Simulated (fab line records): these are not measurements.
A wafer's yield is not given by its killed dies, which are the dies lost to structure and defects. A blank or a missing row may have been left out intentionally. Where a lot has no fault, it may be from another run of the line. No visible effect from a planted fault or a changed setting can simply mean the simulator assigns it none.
Struck lot and sound lot, side by side / flow ritCmos / 15 out of 202 route steps
Sound: these wafers, L529.2, L529.3, L529.6. The struck wafers were L546.3, L546.4, L546.6. The cause comes at the end.
Each step with rows lists, per side, the tool, then ch with its chambers, then its first start. Under that, the readings that differ: sound wafers / struck wafers / difference of the means / sigmas: that difference in standard deviations of wafers without a fault.
alike: readings with means less than 2 such deviations apart, plus words and numbers identical on both sides. not compared: withheld readings, readings lacking a value on some wafer, bounds such as >300 that could conceal the same value, and numbers that have no deviation in the record and whose values overlap.
A row with sigmas, a row that says differs or no value, or rows on one side alone: a step with any of these is where the two part. When numbers do not overlap yet have no deviation, they are printed without sigmas and do not part them. Lack of a reading on every wafer of one side parts them only where that side has two or more wafers.

first, 2 steps without rows for these wafers: RIT_NSD_HARDBAKE_07 (time 60 s); RIT_NSD_IMPLANT_08.
RIT_NSD_STRIP_09: strips in O2, time 180 s.
  sound on plasmaAsher-02 ch 0, day 3 23:26; struck on plasmaAsher-03 ch 0,1, day 7 08:37
  alike: drypumpMotorCurrentA
  not compared: rfHoursCounterH
RIT_NSD_TW_MEAS_10:
  sound on filmMetro-01, day 3 23:38; struck on filmMetro-01, day 7 08:46
  alike: NSD_TW
then, 6 steps without rows for these wafers: RIT_PSD_HMDS_00 (prime time 60 s); RIT_PSD_COAT_01 (resist thk 1000 nm); RIT_PSD_SOFTBAKE_02 (time 60 s); RIT_PSD_EXPOSE_03 (exposes mask M10, target cd 40900 nm); RIT_PSD_PEB_04; RIT_PSD_DEVELOP_05 (develop time 50 s).
RIT_PSD_OVL_MEAS_06:
  sound on overlay-01, day 4 00:40; struck on overlay-02, day 7 09:40
  alike: PSD_OVL
then, 1 step without rows for these wafers: RIT_PSD_HARDBAKE_07 (time 60 s).
RIT_PSD_IMPLANT_08:
  sound on implanter-04 ch 0, day 4 00:52; struck on implanter-02 ch 0, day 7 09:53
reading=doseIonsCm2; sound=5.001e+15 5.009e+15 5.004e+15; struck=5.425e+15 5.43e+15 5.425e+15; difference=+4.220e+14; sigmas=+73
  alike: beamEnergyKeV, endStationPressureTorr
RIT_PSD_STRIP_09: strips in O2, time 180 s.
  sound on plasmaAsher-02 ch 0,1, day 4 00:59; struck on plasmaAsher-02 ch 0,1, day 7 10:02
  alike: drypumpMotorCurrentA
  not compared: rfHoursCounterH
RIT_M1_PROBE_99:
  sound on prober-01, day 4 09:17; struck on prober-02, day 7 19:46
  alike: killedAtContacts, killedAtFrontEnd, killedDies, killedOpen, killedShort

== WHERE THEY PART ==
Only at RIT_PSD_IMPLANT_08, as far as this record shows. Later steps at which nothing parts them and some readings are alike: RIT_PSD_STRIP_09, RIT_M1_PROBE_99.

WHY: what the simulator had put in
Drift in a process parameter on implanter-02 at RIT_PSD_IMPLANT_08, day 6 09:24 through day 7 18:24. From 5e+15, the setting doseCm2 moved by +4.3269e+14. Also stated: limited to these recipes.
